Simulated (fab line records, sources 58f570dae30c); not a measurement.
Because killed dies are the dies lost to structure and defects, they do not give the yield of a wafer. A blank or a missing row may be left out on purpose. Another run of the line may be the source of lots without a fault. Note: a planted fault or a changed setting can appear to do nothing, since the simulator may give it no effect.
What tool caused it?    flow berkeley-cmos170    42 wafers from 14 lots sampled at 4 of the route's 331 steps

WHAT THE GAUGES READ, wafer by wafer
UCB170_FIELD_THK_MEAS_90. Usual: FIELD_OXIDE_LEFT_1_THK gives 444 nm (standard deviation 10).
lot   measured      on             FIELD_OXIDE_LEFT_1_THK (nm)  flag
L630  day 6 00:17   film-metro-03  449 441 448                  
L631  day 6 00:13   film-metro-03  445 446 445                  
L634  day 7 03:41   film-metro-02  455 452 452                  
L635  day 7 11:35   film-metro-03  431 430 431                  
L636  day 7 11:35   film-metro-01  421 421 424                  
L637  day 7 21:07   film-metro-01  445 452 449                  
L638  day 7 21:09   film-metro-03  448 446 446                  
L640  day 8 11:29   film-metro-01  464 456 458                  
L642  day 9 08:13   film-metro-01  440 440 436                  
L646  day 10 04:54  film-metro-02  436 429 432                  
L647  day 10 09:42  film-metro-01  457 450 457                  
L650  day 10 19:54  film-metro-02  448 444 452                  
L649  day 10 09:41  film-metro-03  449 463 457                  
L651  day 10 09:42  film-metro-02  436 453 434                  

UCB170_PLDD_OVL_MEAS_07. Usual: PLDD_OVL gives -2 nm (standard deviation 5).
lot   measured      on          PLDD_OVL (nm)  flag
L630  day 7 21:38   overlay-01  -9 -4 -4       
L631  day 7 21:55   overlay-02  4 -2 0         
L634  day 9 01:53   overlay-02  3 4 3          
L635  day 9 09:46   overlay-02  5 -1 11        
L636  day 9 08:55   overlay-01  -5 1 0         
L637  day 9 19:46   overlay-01  -7 -5 -5       
L638  day 9 20:04   overlay-02  -7 -12 6       
L640  day 10 07:17  overlay-01  -3 -4 -4       
L642  day 11 01:38  overlay-02  1 4 6          
L646  day 11 18:08  overlay-02  3 6 -8         
L647  day 12 06:26  overlay-02  1 0 -2         
L650  day 12 14:53  overlay-01  8 -5 -2        
L649  day 12 05:56  overlay-01  -1 -5 -3       
L651  day 12 06:29  overlay-01  -9 -2 2        

WHAT TOOL EACH LOT RAN ON (gives the tool, then ch and the chambers of the sampled wafers, and finally the start)
lot   UCB170_ZERO_SOFTBAKE_02           UCB170_NVT_STRIP_08
L630  litho-track-04 ch 0, day 2 07:52  plasma-asher-03 ch 0,1, day 7 01:28
L631  litho-track-03 ch 0, day 2 07:59  plasma-asher-02 ch 0,1, day 7 01:44
L634  litho-track-03 ch 0, day 3 00:41  plasma-asher-02 ch 0,1, day 8 02:38
L635  litho-track-03 ch 0, day 3 04:53  plasma-asher-03 ch 0,1, day 8 11:47
L636  litho-track-03 ch 0, day 3 11:24  plasma-asher-04 ch 0,1, day 8 11:31
L637  litho-track-01 ch 0, day 3 19:19  plasma-asher-03 ch 0,1, day 9 01:29
L638  litho-track-04 ch 0, day 3 23:25  plasma-asher-02 ch 0,1, day 9 01:34
L640  litho-track-01 ch 0, day 4 05:25  plasma-asher-04 ch 0,1, day 9 11:52
L642  litho-track-03 ch 0, day 4 19:22  plasma-asher-02 ch 1, day 10 04:55
L646  litho-track-01 ch 0, day 5 15:13  plasma-asher-04 ch 0,1, day 11 01:13
L647  litho-track-03 ch 0, day 6 04:37  plasma-asher-03 ch 0,1, day 11 08:05
L650  litho-track-04 ch 0, day 6 14:04  plasma-asher-02 ch 0,1, day 11 14:49
L649  litho-track-03 ch 0, day 6 14:17  plasma-asher-03 ch 0,1, day 11 07:50
L651  litho-track-04 ch 0, day 6 14:27  plasma-asher-04 ch 0,1, day 11 07:58
- UCB170_ZERO_SOFTBAKE_02: time 60 s.
- UCB170_NVT_STRIP_08: strips in O2.

WHAT THE TOOLS THEMSELVES READ (means of the sampled wafers that have a number; where no wafer has one, the mark that the record gives instead)
UCB170_ZERO_SOFTBAKE_02. Usual: exhaust-pa 44.9 Pa, standard deviation 0.88; run-length-s 89.10 s, standard deviation 0.15.
lot   tool            exhaust-pa (Pa)  run-length-s (s)  flag
L630  litho-track-04  45.4             89.22             
L631  litho-track-03  44.6             89.15             
L634  litho-track-03  45.4             89.10             
L635  litho-track-03  44.7             89.22             
L636  litho-track-03  45.1             89.15             
L637  litho-track-01  45.0             88.83             
L638  litho-track-04  45.7             89.11             
L640  litho-track-01  45.8             88.89             
L642  litho-track-03  45.8             89.09             
L646  litho-track-01  43.8             88.95             
L647  litho-track-03  45.2             104.00            OFF
L650  litho-track-04  44.8             89.24             
L649  litho-track-03  44.1             104.10            OFF
L651  litho-track-04  43.9             89.07             

UCB170_NVT_STRIP_08. Usual: drypump-motor-current-A 5.5 A, standard deviation 0.44; oes-product-au 0.734 a.u., standard deviation 0.0042; strip-time-to-endpoint-s 21.65 s, standard deviation 0.075.
lot   tool             drypump-motor-current-A (A)  oes-product-au (a.u.)  strip-time-to-endpoint-s (s)  flag
L630  plasma-asher-03  5.6                          0.731                  21.57                         
L631  plasma-asher-02  5.2                          0.736                  21.74                         
L634  plasma-asher-02  5.6                          0.730                  21.60                         
L635  plasma-asher-03  5.6                          0.732                  21.81                         
L636  plasma-asher-04  5.8                          0.739                  21.59                         
L637  plasma-asher-03  5.3                          0.733                  21.58                         
L638  plasma-asher-02  5.5                          0.735                  21.63                         
L640  plasma-asher-04  5.6                          0.735                  21.55                         
L642  plasma-asher-02  5.9                          0.734                  21.70                         
L646  plasma-asher-04  5.6                          0.735                  21.71                         
L647  plasma-asher-03  5.3                          0.732                  21.59                         
L650  plasma-asher-02  5.2                          0.735                  21.63                         
L649  plasma-asher-03  5.5                          0.734                  21.62                         
L651  plasma-asher-04  5.6                          0.739                  21.74                         

THE ANSWER, worked out from the rows above alone
Rule: a lot is off if the mean of its wafers that have a number lies more than 3 standard deviations from the usual mean. A lot without any number at a reading at which 4 lots or more have one is off too. Any other lot the step has rows for is counted as sound. The gauges are gone through in route order, then the tools' own readings, and for those a lot's mean is taken as printed above. At the first step where some lot is off, the reading lying furthest off is the one used; lots without a number count as furthest.
Off at UCB170_ZERO_SOFTBAKE_02 (run-length-s): L647, L649.
A tool fits if, at that step or a process step before it, it ran every lot that is off, and no sound lot after the first of them. One fits: litho-track-03 at UCB170_ZERO_SOFTBAKE_02. A fault onset in the window from L642 (day 4 19:22, its last sound lot) to L647 (day 6 04:37, its first lot off) fits.
On the lots that are off, the tool's own readings at UCB170_ZERO_SOFTBAKE_02 differ by more than 5 times the standard deviation of the sound lots' means, which bears it out; run-length-s reads 104.05 s there versus 89.08 s on the sound lots.

WHAT HAD BEEN PUT IN BY THE SIMULATOR
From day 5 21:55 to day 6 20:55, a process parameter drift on litho-track-03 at UCB170_ZERO_SOFTBAKE_02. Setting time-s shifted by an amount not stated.
Shown lots that were struck: L649, L647. The same result came from the rule above.
